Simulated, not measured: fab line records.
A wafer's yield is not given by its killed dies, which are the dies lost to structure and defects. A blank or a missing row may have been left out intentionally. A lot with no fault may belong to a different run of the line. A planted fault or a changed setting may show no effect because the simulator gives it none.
A single fault, viewed from 2 desks ; flow rit cmos ; each desk holds nothing but its own numbers, with what lay behind them at the end

DESK OF THE TOOL OWNER: rie diel-01
The tool's own readings at RIT_SPACER_ETCHBACK_05 (etches Si3N4 in SF6/CHF3, stops on SiO2, target depth 250 nm, time 240 s): means of the sampled wafers that have a number, for each lot that ran on this tool. Marked OUT: a lot whose mean sits more than 4 standard deviations from the usual mean, which makes it out of limits; the brackets give that distance.
Columns: A = drypump motor current A at RIT_SPACER_ETCHBACK_05, usual 5.3 A; B = oes product au at RIT_SPACER_ETCHBACK_05, usual 0.845 a.u.; C = rf fwd power W at RIT_SPACER_ETCHBACK_05, usual 249.3 W; D = run length s at RIT_SPACER_ETCHBACK_05, usual 268.2 s; E = throttle valve pct at RIT_SPACER_ETCHBACK_05, usual 10.29 %
lot;first seen here;A;B;C;D;E
L467;day 4 14:27;4.8;0.836;249.7;267.8;10.23
L477;day 6 17:07;4.8;0.660 (-12) OUT;249.1;363.9 (+99 or more) OUT;10.17
L478;day 6 22:16;4.9;0.664 (-11) OUT;248.8;364.3 (+99 or more) OUT;10.13
This desk's finding: out of limits on L477, L478; first on L477, day 6 17:07 (oes product au at RIT_SPACER_ETCHBACK_05). In limits: L467.

THE METROLOGY DESK
What the gauges read, lot by lot, whatever tool the lot ran on: means of the sampled wafers that have a number. Marked OUT: a lot whose mean sits more than 4 standard deviations from the usual mean, which makes it out of limits; the brackets give that distance. Only the readings that lie furthest out on some lot appear, 7 of the 10 it has.
Columns: A = PLDD_TW at RIT_PLDD_TW_MEAS_10, usual 2317; B = NSD_TW at RIT_NSD_TW_MEAS_10, usual 3083; C = PSD_OVL at RIT_PSD_OVL_MEAS_06, usual -0.8 nm; D = PSD_TW at RIT_PSD_TW_MEAS_10, usual 3385; E = PSD_RS at RIT_SDANNEAL_RS_MEAS_04, usual 115.96 ohm/sq; F = NSD_RS at RIT_SDANNEAL_RS_MEAS_05, usual 84.63 ohm/sq; G = PLDD_RS at RIT_SDANNEAL_RS_MEAS_06, usual 178.7 ohm/sq
lot;first seen here;A;B;C;D;E;F;G
L467;day 4 11:32;2322;3077;-2.1;3338;116.01;84.45;178.2
L470;day 5 01:34;2337;3039;-1.4;3369;116.19;84.31;179.4
L476;day 6 07:49;2343;3063;-1.3;3329;116.00;84.87;178.7
L477;day 6 14:11;2327;3117;-0.7;3352;116.27;84.41;179.4
L478;day 6 19:19;2299;3097;0.3;3434;115.95;85.01;178.6
L479;day 6 23:19;2287;3141;1.0;3357;115.60;85.01;178.7
Finding of this desk: none of the 6 lots has anything out of limits.

TAKEN TOGETHER
An alarm could have come from the tool owner's desk at day 6 17:07, on L477, L478.
Nothing out of limits was seen by the metrology desk.
The metrology desk holds a record of L477, L478, inside its limits.
RIT_SPACER_ETCHBACK_05 was run on rie diel-01 by each of the lots named.

WHAT THE SIMULATOR HAD INSERTED
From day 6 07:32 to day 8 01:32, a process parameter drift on rie diel-01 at RIT_SPACER_ETCHBACK_05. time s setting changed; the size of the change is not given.
Struck lots among those shown: L477, L478.
Each desk's first reading out of limits, in hours after the fault started: the tool owner's desk, 10.
